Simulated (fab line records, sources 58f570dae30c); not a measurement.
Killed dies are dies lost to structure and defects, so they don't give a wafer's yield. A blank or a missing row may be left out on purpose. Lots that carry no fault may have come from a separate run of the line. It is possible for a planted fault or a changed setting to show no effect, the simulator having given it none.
The same fault as seen by 2 desks || flow berkeley_cmos170 || numbers are kept per desk, each desk with only its own; the story behind them comes last

THE METROLOGY DESK
Lot by lot, what the gauges showed, no matter which tool ran the lot: averages of those sampled wafers that carry a number. A lot is out of limits, marked OUT, if its mean lies more than 4 standard deviations from the usual mean; the brackets give that distance.
Columns: A = cd_nm at UCB170_M2_CD_MEAS_90, usual 699 nm
{"lot": "L374", "first seen here": "day 7 08:59", "A": 698}
{"lot": "L373", "first seen here": "day 7 09:19", "A": 701}
{"lot": "L376", "first seen here": "day 8 00:29", "A": 700}
{"lot": "L375", "first seen here": "day 8 00:52", "A": 701}
{"lot": "L377", "first seen here": "day 8 15:04", "A": 697}
{"lot": "L378", "first seen here": "day 8 15:23", "A": 700}
{"lot": "L379", "first seen here": "day 9 01:23", "A": 703}
{"lot": "L381", "first seen here": "day 9 15:43", "A": 706}
{"lot": "L380", "first seen here": "day 9 15:58", "A": 696}
{"lot": "L382", "first seen here": "day 9 17:49", "A": 700}
{"lot": "L387", "first seen here": "day 10 05:52", "A": 700}
{"lot": "L385", "first seen here": "day 10 13:58", "A": 699}
{"lot": "L390", "first seen here": "day 11 02:38", "A": "676 (-7.1) OUT"}
{"lot": "L391", "first seen here": "day 11 14:54", "A": "674 (-7.9) OUT"}
This desk's verdict: out of limits on L390, L391, starting with L390 at day 11 02:38 (cd_nm at UCB170_M2_CD_MEAS_90). In limits: L374, L373, L376, L375, L377, L378, L379, L381, L380, L382, L387, L385.

DESK OF THE TOOL OWNER: rie_metal-02
The tool's own readings at UCB170_M2_METAL_ETCH_18 (etches Al in Cl2/BCl3, stops on SiO2, target depth 1170 nm, time 195 s): means of the sampled wafers that have a number, for each lot that ran on this tool. A lot is out of limits, marked OUT, if its mean lies more than 4 standard deviations from the usual mean; the brackets give that distance.
Columns: A = bcl3_flow_sccm at UCB170_M2_METAL_ETCH_18, usual 45.00 sccm; B = drypump_motor_current_A at UCB170_M2_METAL_ETCH_18, usual 5.5 A; C = he_backside_leak_sccm at UCB170_M2_METAL_ETCH_18, usual 3.3 sccm; D = mfc_cl2_sccm at UCB170_M2_METAL_ETCH_18, usual 90.01 sccm; E = oes_product_au at UCB170_M2_METAL_ETCH_18, usual 0.855 a.u.; F = throttle_valve_pct at UCB170_M2_METAL_ETCH_18, usual 24.32 %
{"lot": "L376", "first seen here": "day 8 00:11", "A": 44.91, "B": 5.1, "C": 3.2, "D": 89.87, "E": 0.860, "F": 24.19}
{"lot": "L377", "first seen here": "day 8 14:47", "A": 44.86, "B": 5.1, "C": 3.4, "D": 90.28, "E": 0.849, "F": 24.21}
{"lot": "L380", "first seen here": "day 9 15:40", "A": 45.06, "B": 5.3, "C": 3.3, "D": 89.86, "E": 0.847, "F": 24.21}
{"lot": "L387", "first seen here": "day 10 05:33", "A": 45.09, "B": 5.3, "C": 3.2, "D": 90.11, "E": 0.846, "F": 24.21}
{"lot": "L390", "first seen here": "day 11 02:20", "A": 45.09, "B": 5.3, "C": 3.3, "D": 90.19, "E": 0.847, "F": 24.20}
{"lot": "L391", "first seen here": "day 11 14:35", "A": 45.05, "B": 4.8, "C": 4.5, "D": 90.03, "E": 0.866, "F": 24.17}
This desk found nothing out of limits on any of the 6 lots.

TAKEN TOGETHER
An alarm was possible from the metrology desk at day 11 02:38, on L390, L391.
The tool owner's desk saw nothing out of limits.
The tool owner's desk has L390, L391 on record, within its limits.
All the named lots went through UCB170_M2_METAL_ETCH_18 on rie_metal-02.

WHAT THE SIMULATOR HAD PUT IN
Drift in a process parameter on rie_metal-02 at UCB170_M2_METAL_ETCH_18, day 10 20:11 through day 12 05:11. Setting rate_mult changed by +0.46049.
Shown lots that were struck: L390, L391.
Per desk, hours elapsed from the start of the fault to the first reading out of limits: for the metrology desk, 6.
